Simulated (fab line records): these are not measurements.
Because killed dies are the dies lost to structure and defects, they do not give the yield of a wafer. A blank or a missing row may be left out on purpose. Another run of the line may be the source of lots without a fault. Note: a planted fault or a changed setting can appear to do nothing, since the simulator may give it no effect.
What tool caused it? || flow rit cmos || 6 lots with 18 wafers sampled at 3 steps, on a route of 202 steps

## WHAT EACH GAUGE READ, for each wafer
RIT_NLDD_OVL_MEAS_06.
{"lot": "L630", "measured": "day 3 18:53", "on": "overlay-01", "NLDD_OVL (nm)": "- - -"}
{"lot": "L635", "measured": "day 4 18:44", "on": "overlay-01", "NLDD_OVL (nm)": "0.5 -0.5 -2.3"}
{"lot": "L640", "measured": "day 5 15:17", "on": "overlay-01", "NLDD_OVL (nm)": "2.2 0.7 3.0"}
{"lot": "L642", "measured": "day 6 01:50", "on": "overlay-01", "NLDD_OVL (nm)": "1.0 0.5 0.6"}
{"lot": "L646", "measured": "day 6 18:53", "on": "overlay-02", "NLDD_OVL (nm)": "0.0 1.1 2.3"}
{"lot": "L648", "measured": "day 7 06:47", "on": "overlay-01", "NLDD_OVL (nm)": "-2.2 -1.0 -1.3"}

## TOOL THAT RAN EACH LOT (tool first, then ch and the chambers of the sampled wafers, then the start)
{"lot": "L630", "RIT_ACTIVE_STRIP_14": "plasma asher-01 ch 0,1, day 2 06:17", "RIT_NLDD_EXPOSE_03": "iline stepper-01 ch 0, day 3 18:31"}
{"lot": "L635", "RIT_ACTIVE_STRIP_14": "plasma asher-04 ch 0,1, day 3 09:30", "RIT_NLDD_EXPOSE_03": "iline stepper-01 ch 0, day 4 18:22"}
{"lot": "L640", "RIT_ACTIVE_STRIP_14": "plasma asher-02 ch 0,1, day 4 08:23", "RIT_NLDD_EXPOSE_03": "iline stepper-01 ch 0, day 5 14:56"}
{"lot": "L642", "RIT_ACTIVE_STRIP_14": "plasma asher-04 ch 0,1, day 4 19:34", "RIT_NLDD_EXPOSE_03": "iline stepper-01 ch 0, day 6 01:27"}
{"lot": "L646", "RIT_ACTIVE_STRIP_14": "plasma asher-01 ch 0,1, day 5 15:11", "RIT_NLDD_EXPOSE_03": "iline stepper-01 ch 0, day 6 18:31"}
{"lot": "L648", "RIT_ACTIVE_STRIP_14": "plasma asher-04 ch 0,1, day 6 00:41", "RIT_NLDD_EXPOSE_03": "iline stepper-02 ch 0, day 7 06:23"}
- RIT_ACTIVE_STRIP_14: strips in O2, time 180 s.
- RIT_NLDD_EXPOSE_03: exposes mask M7, target cd 40700 nm.

## THE ANSWER, worked out from the rows above alone
Rule: the usual values come from the lots themselves. Put in order of their means at a reading, lots are off if they are a third of the lots or fewer, leave a main group of 4 or more, and stand apart from it by a gap of 3 or more times the standard deviation of the main group's means; of several such gaps the widest counts. A main group whose means are all the same, to the digits that the tables above print for the reading, isn't used. A lot without any number at a reading at which 4 lots or more have one is off too. Any other lot the step has rows for is counted as sound.
Off: at RIT_NLDD_OVL_MEAS_06 (NLDD_OVL), L630. Without a number there: L630. For the main group the mean is 0.3 nm and the standard deviation 1.3.
If a tool, at a process step before that reading, ran all the lots that are off and no sound lot after the first of them, it fits. The gauges at RIT_NLDD_OVL_MEAS_06 are tried like those tools. None of those tried fits.

## WHAT THE SIMULATOR PUT IN
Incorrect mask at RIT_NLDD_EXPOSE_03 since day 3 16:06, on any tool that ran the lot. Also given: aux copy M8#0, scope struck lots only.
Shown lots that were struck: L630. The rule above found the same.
